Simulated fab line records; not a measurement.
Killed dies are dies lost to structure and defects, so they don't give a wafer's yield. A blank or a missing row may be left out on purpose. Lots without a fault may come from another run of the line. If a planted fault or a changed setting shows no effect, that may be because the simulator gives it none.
fab line records + flow ritCmos
[record]
- lots = 7
- wafers = 21
- lastDay = 7
route steps=202 shown NWELL@38 PWELL@39 WELLDRIVE@50 NRETRO@53 M1@202
lots that met no fault: taken from a fault-free run of the same line
startH: start of the lot's first displayed wafer, in hours after the record's first day + waitH: time in hours since the lot's previous step + " same as the row above + L1.1+2: one row covering several wafers at once + - no value present, or no start provided + * or withheld: withheld + < > ~ a bound
route shown NAME@n: a module of which the file shows steps, and the number in the route of the first + usual: mean/standard deviation taken from wafers without a fault + same: alike in all rows + chamber/n: place in a boat + sites: readings site by site + _std_site: how widely they spread, as a standard deviation + _edge_site: mean of outer sites minus mean of inner sites + radiusMm: how far each site lies from the wafer's centre + mask NAME#n: copy n + behind: the tool/chamber that last shaped the wafer + hold: why the lot went on hold/how many hours it stayed there/how the hold came to an end + device: whichever transistor did not switch (one of n, p or np) + end of line: the route-end tests of the same wafers + a step given without rows: its recipe and nothing more + killed: dies that structure and defects cost at the first sort, which is not the same as the wafer's yield + map: per-die view of a wafer (x killed, . not killed, _ where there is no die)
set.NAME: the run value of the setting; set.NAME@STEP: its run value at that earlier step + model.NAME: the simulator's own value behind a step, which no gauge read
a table for each step, a row for each wafer; lots at some steps of the route
services: a tool's chamber out of use, with start hour (startH, from the record's first day; less than 0 if before it), hours out, and reason
[[steps]]
[step RIT_NWELL_TW_MEAS_10]
[usual]
- NWELL_TW = 2132/22
| lot.wafer | tool         | chamber | startH | waitH | NWELL_TW |
|-----------|--------------|---------|--------|-------|----------|
| L305.2    | filmMetro-04 | -       | 30.90  | 0.1   | 2165     |
| L305.3    | "            | -       | "      | "     | 2170     |
| L305.5    | "            | -       | "      | "     | 2159     |
| L308.1    | filmMetro-03 | -       | 47.35  | 0.1   | 2110     |
| L308.3    | "            | -       | "      | "     | 2115     |
| L308.6    | "            | -       | "      | "     | 2098     |
| L310.3    | filmMetro-02 | -       | 55.88  | 0.1   | 2119     |
| L310.4    | "            | -       | "      | "     | 2112     |
| L310.5    | "            | -       | "      | "     | 2114     |
| L311.1    | filmMetro-02 | -       | 62.25  | 0.1   | 2128     |
| L311.3    | "            | -       | "      | "     | 2110     |
| L311.6    | "            | -       | "      | "     | 2117     |
| L319.4    | filmMetro-02 | -       | 101.61 | 0.1   | 2129     |
| L319.5    | "            | -       | "      | "     | 2125     |
| L319.6    | "            | -       | "      | "     | 2133     |
| L323.1    | filmMetro-02 | -       | 122.12 | 0.1   | 2101     |
| L323.2    | "            | -       | "      | "     | 2102     |
| L323.6    | "            | -       | "      | "     | 2101     |
| L326.1    | filmMetro-02 | -       | 136.23 | 0.1   | 2118     |
| L326.2    | "            | -       | "      | "     | 2119     |
| L326.6    | "            | -       | "      | "     | 2103     |
[step RIT_PWELL_HMDS_00]
[recipe]
- primeTimeS = 60
- primeTempC = 140
[step RIT_PWELL_COAT_01]
[recipe]
- resist = NOVOLAK
- spinRpm = 2000
- resistThkNm = 1300
[step RIT_PWELL_SOFTBAKE_02]
[recipe]
- resist = NOVOLAK
- tempC = 90
- timeS = 60
[step RIT_PWELL_EXPOSE_03]
[recipe]
- maskId = M3
- na = 0.57
- targetCdNm = 43700
- doseMj = 250
[step RIT_PWELL_PEB_04]
[recipe]
- resist = NOVOLAK
- tempC = withheld
- timeS = withheld
[step RIT_PWELL_DEVELOP_05]
[recipe]
- resist = NOVOLAK
- developTimeS = 68
- devTempC = 23
[step RIT_PWELL_OVL_MEAS_06]
[usual]
- PWELL_OVL = 0.7/1.3
| lot.wafer | tool       | chamber | startH | waitH | PWELL_OVL[nm] |
|-----------|------------|---------|--------|-------|---------------|
| L305.2    | overlay-01 | -       | 31.96  | -     | 0.1           |
| L305.3    | "          | -       | "      | "     | 0.4           |
| L305.5    | "          | -       | "      | "     | -0.9          |
| L308.1    | overlay-01 | -       | 48.42  | -     | -0.7          |
| L308.3    | "          | -       | "      | "     | -1.6          |
| L308.6    | "          | -       | "      | "     | 0.2           |
| L310.3    | overlay-02 | -       | 56.82  | -     | 1.0           |
| L310.4    | "          | -       | "      | "     | 0.5           |
| L310.5    | "          | -       | "      | "     | 2.0           |
| L311.1    | overlay-02 | -       | 63.32  | -     | 2.0           |
| L311.3    | "          | -       | "      | "     | 1.3           |
| L311.6    | "          | -       | "      | "     | 2.6           |
| L319.4    | overlay-01 | -       | 102.54 | -     | 0.7           |
| L319.5    | "          | -       | "      | "     | -1.4          |
| L319.6    | "          | -       | "      | "     | -1.0          |
| L323.1    | overlay-01 | -       | 123.06 | -     | 0.0           |
| L323.2    | "          | -       | "      | "     | 0.5           |
| L323.6    | "          | -       | "      | "     | 0.2           |
| L326.1    | overlay-01 | -       | 137.17 | -     | 1.4           |
| L326.2    | "          | -       | "      | "     | -0.4          |
| L326.6    | "          | -       | "      | "     | 1.3           |
[step RIT_PWELL_HARDBAKE_07]
[recipe]
- resist = NOVOLAK
- tempC = 140
- timeS = 120
[step RIT_PWELL_IMPLANT_08]
[recipe]
- species = B
- energyKev = 170
- doseCm2 = 7e+13
- tiltDeg = 7
[step RIT_PWELL_STRIP_09]
[recipe]
- chemistry = O2
- timeS = 180
- resist = NOVOLAK
- platenTempC = withheld
- powerW = 500
- pressureMtorr = 4000
- o2FlowSccm = 4000
[usual]
- drypumpMotorCurrentA = 5.7/0.38
- o2FlowSccm = 3999/11
[same]
- timeS = 180
| lot.wafer | tool           | chamber | startH | waitH | drypumpMotorCurrentA | o2FlowSccm | rfHoursCounterH |
|-----------|----------------|---------|--------|-------|----------------------|------------|-----------------|
| L305.2    | plasmaAsher-02 | 1       | 32.39  | 0.1   | 6.0                  | 4001       | 26              |
| L305.3    | "              | 1       | "      | "     | 6.0                  | 3998       | -               |
| L305.5    | "              | 0       | "      | "     | 5.1                  | 4007       | -               |
| L308.1    | plasmaAsher-02 | 1       | 48.86  | 0.1   | 6.0                  | 3988       | 28              |
| L308.3    | "              | 0       | "      | "     | 5.1                  | 3997       | -               |
| L308.6    | "              | 1       | "      | "     | 6.0                  | 4001       | -               |
| L310.3    | plasmaAsher-02 | 0       | 57.35  | 0.1   | 5.1                  | 4013       | -               |
| L310.4    | "              | 1       | "      | "     | 6.0                  | 4012       | -               |
| L310.5    | "              | 0       | "      | "     | 5.1                  | 4013       | -               |
| L311.1    | plasmaAsher-02 | 0       | 63.76  | 0.1   | 5.1                  | 3984       | 30              |
| L311.3    | "              | 1       | "      | "     | 6.0                  | 3980       | -               |
| L311.6    | "              | 0       | "      | "     | 5.1                  | 3988       | -               |
| L319.4    | plasmaAsher-01 | 0       | 103.02 | 0.1   | 5.6                  | 4020       | -               |
| L319.5    | "              | 1       | "      | "     | 6.3                  | 3996       | -               |
| L319.6    | "              | 0       | "      | "     | 5.6                  | 4013       | -               |
| L323.1    | plasmaAsher-02 | 1       | 123.49 | 0.1   | 6.0                  | 3998       | 36              |
| L323.2    | "              | 0       | "      | "     | 5.1                  | 4010       | 36              |
| L323.6    | "              | 0       | "      | "     | 5.1                  | 4004       | -               |
| L326.1    | plasmaAsher-01 | 1       | 137.61 | 0.1   | 6.3                  | 3993       | 52              |
| L326.2    | "              | 0       | "      | "     | 5.5                  | 3994       | 52              |
| L326.6    | "              | 1       | "      | "     | 6.3                  | 3992       | -               |
[step RIT_PWELL_TW_MEAS_10]
[usual]
- PWELL_TW = 947/9.9
| lot.wafer | tool         | chamber | startH | waitH | PWELL_TW |
|-----------|--------------|---------|--------|-------|----------|
| L305.2    | filmMetro-02 | -       | 32.58  | 0.1   | 937      |
| L305.3    | "            | -       | "      | "     | 940      |
| L305.5    | "            | -       | "      | "     | 935      |
| L308.1    | filmMetro-04 | -       | 49.03  | 0.1   | 962      |
| L308.3    | "            | -       | "      | "     | 962      |
| L308.6    | "            | -       | "      | "     | 962      |
| L310.3    | filmMetro-02 | -       | 57.49  | 0.1   | 937      |
| L310.4    | "            | -       | "      | "     | 935      |
| L310.5    | "            | -       | "      | "     | 942      |
| L311.1    | filmMetro-04 | -       | 63.93  | 0.1   | 965      |
| L311.3    | "            | -       | "      | "     | 962      |
| L311.6    | "            | -       | "      | "     | 960      |
| L319.4    | filmMetro-04 | -       | 103.17 | 0.1   | 956      |
| L319.5    | "            | -       | "      | "     | 961      |
| L319.6    | "            | -       | "      | "     | 960      |
| L323.1    | filmMetro-03 | -       | 123.67 | 0.1   | 933      |
| L323.2    | "            | -       | "      | "     | 936      |
| L323.6    | "            | -       | "      | "     | 932      |
| L326.1    | filmMetro-04 | -       | 137.78 | 0.1   | 947      |
| L326.2    | "            | -       | "      | "     | 955      |
| L326.6    | "            | -       | "      | "     | 951      |
[step RIT_WELLDRIVE_ANNEAL_00]
[recipe]
- tempC = 1100
- timeS = 14700
- ambient = N2
[usual]
- spikeTcCentreC = 1102.7/1.2
- spikeTcLoadC = 1126/3.7
- spikeTcSourceC = 1128.5/2.3
- tubeCenterTempC = 1100/0.098
- tube_center_temp_C_max = 1102.8/0.49
[same]
- timeS = 14700
| lot.wafer | tool       | chamber | startH | waitH | spikeTcCentreC | spikeTcLoadC | spikeTcSourceC | tubeCenterTempC | tube_center_temp_C_max |
|-----------|------------|---------|--------|-------|----------------|--------------|----------------|-----------------|------------------------|
| L305.2    | furnace-04 | 0       | 32.63  | 0.0   | 1101.5         | 1123         | 1130.4         | 1100            | 1102.6                 |
| L305.3    | "          | 0       | "      | "     | 1101.1         | 1119         | 1130.7         | 1100.1          | 1103.1                 |
| L305.5    | "          | 0       | "      | "     | 1101.6         | 1122         | 1130.7         | 1100            | 1102.8                 |
| L308.1    | furnace-03 | 0       | 49.09  | 0.1   | 1116.6         | 1142         | 1141.3         | 1115            | 1117.7                 |
| L308.3    | "          | 0       | "      | "     | 1118.1         | 1141         | 1140.8         | 1115            | 1117.4                 |
| L308.6    | "          | 0       | "      | "     | 1117.7         | 1140         | 1141.7         | 1115.1          | 1117.6                 |
| L310.3    | furnace-03 | 0       | 57.53  | 0.0   | 1117.1         | 1140         | 1138.8         | 1114.9          | 1117.5                 |
| L310.4    | "          | 0       | "      | "     | 1117.0         | 1141         | 1141.1         | 1115            | 1118.2                 |
| L310.5    | "          | 0       | "      | "     | 1118.2         | 1140         | 1140.9         | 1115            | 1118.3                 |
| L311.1    | furnace-03 | 0       | 63.99  | 0.1   | 1119.1         | 1140         | 1139.8         | 1115            | 1116.9                 |
| L311.3    | "          | 0       | "      | "     | 1117.7         | 1143         | 1140.1         | 1115.2          | 1117.7                 |
| L311.6    | "          | 0       | "      | "     | 1118.2         | 1140         | 1141.6         | 1115.1          | 1117.7                 |
| L319.4    | furnace-01 | 0       | 103.38 | 0.2   | 1101.4         | 1131         | 1128.9         | 1100.1          | 1102.9                 |
| L319.5    | "          | 0       | "      | "     | 1103.1         | 1131         | 1130.6         | 1100            | 1102.5                 |
| L319.6    | "          | 0       | "      | "     | 1103.4         | 1131         | 1128.7         | 1100.1          | 1103.2                 |
| L323.1    | furnace-04 | 0       | 123.73 | 0.1   | 1100.9         | 1121         | 1130.1         | 1100.1          | 1103.7                 |
| L323.2    | "          | 0       | "      | "     | 1103.8         | 1124         | 1131.8         | 1100            | 1103.2                 |
| L323.6    | "          | 0       | "      | "     | 1100.8         | 1121         | 1131.5         | 1100            | 1102.7                 |
| L326.1    | furnace-03 | 0       | 138.13 | 0.3   | 1104.5         | 1125         | 1125.4         | 1099.9          | 1102.5                 |
| L326.2    | "          | 0       | "      | "     | 1103.7         | 1127         | 1124.4         | 1100            | 1103.1                 |
| L326.6    | "          | 0       | "      | "     | 1104.7         | 1128         | 1124.3         | 1099.9          | 1103.1                 |
[step RIT_WELLDRIVE_RS_MEAS_01]
[recipe]
- thkMeasGauge = four-point-probe
[usual]
- NWELL_RS = 275.9/0.73
| lot.wafer | tool         | chamber | startH | waitH | NWELL_RS[ohm/sq] |
|-----------|--------------|---------|--------|-------|------------------|
| L305.2    | filmMetro-02 | -       | 37.73  | 0.0   | 276.1            |
| L305.3    | "            | -       | "      | "     | 276.8            |
| L305.5    | "            | -       | "      | "     | 276.1            |
| L308.1    | filmMetro-03 | -       | 54.17  | 0.0   | 260.3            |
| L308.3    | "            | -       | "      | "     | 260.0            |
| L308.6    | "            | -       | "      | "     | 260.4            |
| L310.3    | filmMetro-04 | -       | 62.65  | 0.0   | 259.9            |
| L310.4    | "            | -       | "      | "     | 258.7            |
| L310.5    | "            | -       | "      | "     | 259.5            |
| L311.1    | filmMetro-04 | -       | 69.07  | 0.0   | 259.1            |
| L311.3    | "            | -       | "      | "     | 258.2            |
| L311.6    | "            | -       | "      | "     | 258.6            |
| L319.4    | filmMetro-02 | -       | 108.52 | 0.1   | 275.3            |
| L319.5    | "            | -       | "      | "     | 276.4            |
| L319.6    | "            | -       | "      | "     | 275.4            |
| L323.1    | filmMetro-04 | -       | 128.81 | 0.0   | 276.1            |
| L323.2    | "            | -       | "      | "     | 276.3            |
| L323.6    | "            | -       | "      | "     | 275.3            |
| L326.1    | filmMetro-02 | -       | 143.21 | 0.0   | 275.0            |
| L326.2    | "            | -       | "      | "     | 274.8            |
| L326.6    | "            | -       | "      | "     | 274.6            |
[step RIT_WELLDRIVE_RS_MEAS_02]
[recipe]
- thkMeasGauge = four-point-probe
[usual]
- PWELL_RS = 429.8/1.3
| lot.wafer | tool         | chamber | startH | waitH | PWELL_RS[ohm/sq] |
|-----------|--------------|---------|--------|-------|------------------|
| L305.2    | filmMetro-02 | -       | 37.85  | 0.1   | 430.3            |
| L305.3    | "            | -       | "      | "     | 429.6            |
| L305.5    | "            | -       | "      | "     | 431.2            |
| L308.1    | filmMetro-03 | -       | 54.29  | 0.1   | 412.0            |
| L308.3    | "            | -       | "      | "     | 412.2            |
| L308.6    | "            | -       | "      | "     | 412.6            |
| L310.3    | filmMetro-04 | -       | 62.77  | 0.1   | 411.7            |
| L310.4    | "            | -       | "      | "     | 413.2            |
| L310.5    | "            | -       | "      | "     | 411.3            |
| L311.1    | filmMetro-04 | -       | 69.19  | 0.1   | 409.7            |
| L311.3    | "            | -       | "      | "     | 409.7            |
| L311.6    | "            | -       | "      | "     | 409.8            |
| L319.4    | filmMetro-02 | -       | 108.64 | 0.1   | 430.9            |
| L319.5    | "            | -       | "      | "     | 431.1            |
| L319.6    | "            | -       | "      | "     | 430.9            |
| L323.1    | filmMetro-04 | -       | 128.93 | 0.1   | 429.5            |
| L323.2    | "            | -       | "      | "     | 429.0            |
| L323.6    | "            | -       | "      | "     | 429.0            |
| L326.1    | filmMetro-02 | -       | 143.33 | 0.1   | 431.3            |
| L326.2    | "            | -       | "      | "     | 429.6            |
| L326.6    | "            | -       | "      | "     | 431.1            |
[step RIT_NRETRO_HMDS_00]
[recipe]
- primeTimeS = 60
- primeTempC = 140
[step RIT_M1_PROBE_99]
[usual]
- killed_at_M0_to_M3 = 0.0/0.12
- killedAtContacts = 0.1/0.27
- killedAtFrontEnd = 7/3.1
- killedDies = 7/3.1
- killedOpen = 3.6/2.3
- killedShort = 3.2/2
[same]
- grossDies = 264
- killed_at_M4_up = 0
- killedAtBackSide = 0
- killedAtOther = 0
| lot.wafer | tool      | chamber | startH | waitH | killed_at_M0_to_M3 | killedAtContacts | killedAtFrontEnd | killedDies | killedOpen | killedShort | model.etest.nwellPinched.rsOhmSq | model.etest.pwellPinched.rsOhmSq | model.etest.pwell.rsOhmSq | model.etest.fieldN.vtV | model.etest.fieldPMetal.vtV | model.etest.isoNwellNwell.bvV | model.etest.fieldP.vtV | model.etest.diodePplusNwell.bvV |
|-----------|-----------|---------|--------|-------|--------------------|------------------|------------------|------------|------------|-------------|----------------------------------|----------------------------------|---------------------------|------------------------|-----------------------------|-------------------------------|------------------------|---------------------------------|
| L305.2    | prober-02 | -       | 67.73  | 0.1   | 0                  | 0                | 9                | 9          | 5          | 4           | 338.4                            | 455.8                            | 415.2                     | 34.04                  | -29.03                      | 22.25                         | -12.5                  | 6.647                           |
| L305.3    | prober-02 | -       | 67.78  | 0.2   | 0                  | 0                | 10               | 10         | 5          | 5           | 339.9                            | 450                              | 405.9                     | 34.18                  | -29.12                      | 22.62                         | -12.53                 | 6.616                           |
| L305.5    | prober-02 | -       | 67.88  | 0.2   | 0                  | 0                | 7                | 7          | 4          | 3           | 341.6                            | 458.2                            | 412.8                     | 34.46                  | -28.83                      | 22.37                         | -12.49                 | 6.715                           |
| L308.1    | prober-02 | -       | 86.19  | 0.1   | 0                  | 1                | 5                | 6          | 5          | 1           | 301.8                            | 435                              | 400.6                     | 32.02                  | -31.39                      | 22.67                         | -13.38                 | 6.812                           |
| L308.3    | prober-02 | -       | 86.29  | 0.2   | 0                  | 0                | 10               | 10         | 3          | 7           | 302.9                            | 437.8                            | 402.5                     | 32.26                  | -30.98                      | 21.93                         | -13.38                 | 6.877                           |
| L308.6    | prober-02 | -       | 86.44  | 0.2   | 0                  | 0                | 7                | 7          | 4          | 3           | 307.4                            | 435.1                            | 396.1                     | 32                     | -31.45                      | 22.9                          | -13.37                 | 6.877                           |
| L310.3    | prober-02 | -       | 93.70  | 0.2   | 0                  | 0                | 5                | 5          | 3          | 2           | 305.2                            | 438.8                            | 399.9                     | 32.59                  | -31.01                      | 23.06                         | -13.46                 | 6.852                           |
| L310.4    | prober-02 | -       | 93.75  | 0.2   | 0                  | 1                | 1                | 2          | 1          | 1           | 306.6                            | 440.1                            | 399.7                     | 31.99                  | -31.4                       | 22.7                          | -13.33                 | 6.839                           |
| L310.5    | prober-02 | -       | 93.80  | 0.2   | 0                  | 0                | 4                | 4          | 0          | 4           | 307.2                            | 441.8                            | 397.9                     | 31.93                  | -31.24                      | 22.68                         | -13.3                  | 6.864                           |
| L311.1    | prober-01 | -       | 100.47 | 0.1   | 0                  | 0                | 7                | 7          | 5          | 2           | 306.6                            | 438.9                            | 399.2                     | 31.8                   | -30.43                      | 22.55                         | -13.32                 | 6.85                            |
| L311.3    | prober-01 | -       | 100.57 | 0.2   | 1                  | 0                | 10               | 11         | 6          | 4           | 308.6                            | 438.3                            | 395.8                     | 32.17                  | -30.64                      | 22.68                         | -13.37                 | 6.859                           |
| L311.6    | prober-01 | -       | 100.72 | 0.2   | 0                  | 0                | 11               | 11         | 3          | 8           | 309.7                            | 434.6                            | 397                       | 32.36                  | -30.87                      | 22.85                         | -13.38                 | 6.885                           |
| L319.4    | prober-01 | -       | 138.29 | 0.2   | 0                  | 0                | 8                | 8          | 2          | 6           | 336.3                            | 457.1                            | 412.6                     | 34.96                  | -27.88                      | 22.27                         | -12.19                 | 6.529                           |
| L319.5    | prober-01 | -       | 138.34 | 0.2   | 0                  | 0                | 10               | 10         | 5          | 5           | 340.4                            | 461.2                            | 413.6                     | 34.73                  | -27.95                      | 22.1                          | -12.13                 | 6.515                           |
| L319.6    | prober-01 | -       | 138.39 | 0.2   | 0                  | 0                | 4                | 4          | 2          | 2           | 344                              | 455.1                            | 409.8                     | 34.52                  | -28.01                      | 22.29                         | -12.08                 | 6.531                           |
| L323.1    | prober-01 | -       | 157.92 | 0.1   | 0                  | 0                | 7                | 7          | 1          | 6           | 338.3                            | 461.2                            | 419.8                     | 34.75                  | -28.65                      | 22.04                         | -12.35                 | 6.67                            |
| L323.2    | prober-01 | -       | 157.97 | 0.1   | 0                  | 0                | 11               | 11         | 8          | 3           | 336.1                            | 461                              | 420.1                     | 34.76                  | -28.29                      | 22.19                         | -12.31                 | 6.6                             |
| L323.6    | prober-01 | -       | 158.17 | 0.2   | 0                  | 0                | 8                | 8          | 6          | 2           | 340.9                            | 463.4                            | 420                       | 34.37                  | -28.76                      | 21.86                         | -12.3                  | 6.672                           |
| L326.1    | prober-02 | -       | 173.01 | 0.1   | 0                  | 0                | 12               | 12         | 9          | 3           | 337.1                            | 460.8                            | 412                       | 33.66                  | -30.38                      | 22.05                         | -13.2                  | 6.593                           |
| L326.2    | prober-02 | -       | 173.06 | 0.1   | 0                  | 0                | 1                | 1          | 0          | 1           | 335.7                            | 458.8                            | 410                       | 34.74                  | -29.97                      | 22                            | -13.12                 | 6.572                           |
| L326.6    | prober-02 | -       | 173.26 | 0.2   | 0                  | 0                | 4                | 4          | 2          | 2           | 339.3                            | 464.6                            | 415.9                     | 34.42                  | -30.07                      | 22.33                         | -13.17                 | 6.58                            |
// killed by level:class
L305.2 GATE:geometricParticle:open=3 GATE:geometricParticle:short=3 FOX1:geometricParticle:short=1 FOX2:geometricParticle:open=1 REOX:geometricParticle:open=1
L305.3 GATE:geometricParticle:short=3 FOX1:geometricParticle:short=2 GATE:geometricParticle:open=2 REOX:geometricParticle:open=1 SPACER:geometricParticle:open=1 SILICIDE:geometricParticle:open=1
L305.5 GATE:geometricParticle:short=2 SPACER:geometricParticle:open=2 GATE:geometricParticle:open=1 REOX:geometricParticle:open=1 SPACER:geometricParticle:short=1
L308.1 GATE:geometricParticle:open=3 FOX1:geometricParticle:open=1 SPACER:geometricParticle:open=1 CONTACT:geometricParticle:short=1
L308.3 GATE:geometricParticle:short=3 SILICIDE:geometricParticle:short=3 GATE:geometricParticle:open=2 FOX2:geometricParticle:open=1 SPACER:geometricParticle:short=1
L308.6 GATE:geometricParticle:short=3 FOX1:geometricParticle:open=1 GATE:geometricParticle:open=1 REOX:geometricParticle:open=1 SILICIDE:geometricParticle:open=1
L310.3 FOX2:geometricParticle:short=2 FOX1:geometricParticle:open=1 GATE:geometricParticle:open=1 SILICIDE:geometricParticle:open=1
L310.4 GATE:geometricParticle:short=1 CONTACT:geometricParticle:open=1
L310.5 REOX:geometricParticle:short=2 GATE:geometricParticle:short=1 SILICIDE:geometricParticle:short=1
L311.1 GATE:geometricParticle:open=3 GATE:geometricParticle:short=2 FOX1:geometricParticle:open=1 SPACER:geometricParticle:open=1
L311.3 GATE:geometricParticle:short=3 FOX1:geometricParticle:open=2 GATE:geometricParticle:open=2 FOX2:geometricParticle:open=1 FOX2:geometricParticle:short=1 SPACER:geometricParticle:open=1 M1:coatMicrobubblePrinted=1
L311.6 GATE:geometricParticle:short=4 FOX1:geometricParticle:short=1 FOX2:geometricParticle:short=1 GATE:geometricParticle:open=1 SPACER:geometricParticle:short=1 SPACER:geometricParticle:open=1 SILICIDE:geometricParticle:open=1 SILICIDE:geometricParticle:short=1
L319.4 REOX:geometricParticle:short=2 FOX1:geometricParticle:short=1 FOX2:geometricParticle:open=1 FOX2:geometricParticle:short=1 GATE:geometricParticle:open=1 GATE:geometricParticle:short=1 SILICIDE:geometricParticle:short=1
L319.5 REOX:geometricParticle:short=3 FOX1:geometricParticle:open=1 FOX2:geometricParticle:short=1 FOX2:geometricParticle:open=1 GATE:geometricParticle:open=1 REOX:geometricParticle:open=1 SILICIDE:geometricParticle:short=1 SILICIDE:geometricParticle:open=1
L319.6 FOX1:geometricParticle:short=1 FOX2:geometricParticle:open=1 GATE:geometricParticle:open=1 REOX:geometricParticle:short=1
L323.1 FOX1:geometricParticle:short=2 GATE:geometricParticle:short=2 FOX1:geometricParticle:open=1 SPACER:geometricParticle:short=1 SILICIDE:geometricParticle:short=1
L323.2 SILICIDE:geometricParticle:open=5 ACTIVE:geometricParticle:open=1 FOX2:geometricParticle:short=1 GATE:geometricParticle:short=1 REOX:geometricParticle:open=1 SPACER:geometricParticle:short=1 SPACER:geometricParticle:open=1
L323.6 SPACER:geometricParticle:open=2 SILICIDE:geometricParticle:open=2 FOX2:geometricParticle:open=1 GATE:geometricParticle:short=1 REOX:geometricParticle:open=1 SILICIDE:geometricParticle:short=1
L326.1 REOX:geometricParticle:open=5 REOX:geometricParticle:short=3 FOX1:geometricParticle:open=2 GATE:geometricParticle:open=2
L326.2 REOX:geometricParticle:short=1
L326.6 FOX1:geometricParticle:short=1 REOX:geometricParticle:open=1 REOX:geometricParticle:short=1 SPACER:geometricParticle:open=1
[[services]]
| tool       | chamber | startH | hours | kind |
|------------|---------|--------|-------|------|
| furnace-04 | -       | 45.34  | 2.8   | pm   |
| furnace-04 | -       | 55.98  | 3.2   | pm   |
| furnace-03 | -       | 100.39 | 4.7   | pm   |
[[key]]
[firstSign]
- step = RIT_WELLDRIVE_ANNEAL_00
- reading = tubeCenterTempC
- direction = up
- sigmas = 99+
- usual = *
- struck = *
[effect]
- step = RIT_WELLDRIVE_ANNEAL_00
- reading = tube_center_temp_C_max
- direction = up
- sigmas = 30
- usual = *
- struck = *
[effect]
- step = RIT_WELLDRIVE_RS_MEAS_01
- reading = NWELL_RS
- direction = down
- sigmas = 23
- usual = 275.9
- struck = 259.4
[effect]
- step = RIT_WELLDRIVE_RS_MEAS_02
- reading = PWELL_RS
- direction = down
- sigmas = 14
- usual = 429.8
- struck = 411.4
[modelEffect]
- step = RIT_M1_PROBE_99
- value = etest.nwellPinched.rsOhmSq
- without = 334.5
- struck = 306.2
metAt RIT_WELLDRIVE_ANNEAL_00
struckWafers L308.1,L308.3,L308.6,L310.3,L310.4,L310.5,L311.1,L311.3,L311.6
testerLeftOut L308,L310,L311
[fault]
- kind = processParameterDrift
- tool = furnace-03
- chamber = -
- onsetH = 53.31
- steps = RIT_WELLDRIVE_ANNEAL_00
- channel = tempC
- offset = *
- shape = step
- endH = 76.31
- actsIn = *
- stated = *
// testerLeftOut: of these lots the tester's yield and bins aren't shown, on N5 and GAA mostly nor the transistor test; their killed dies are dies lost to structure and defects alone, not to doping, threshold or leakage, so they don't give the yield
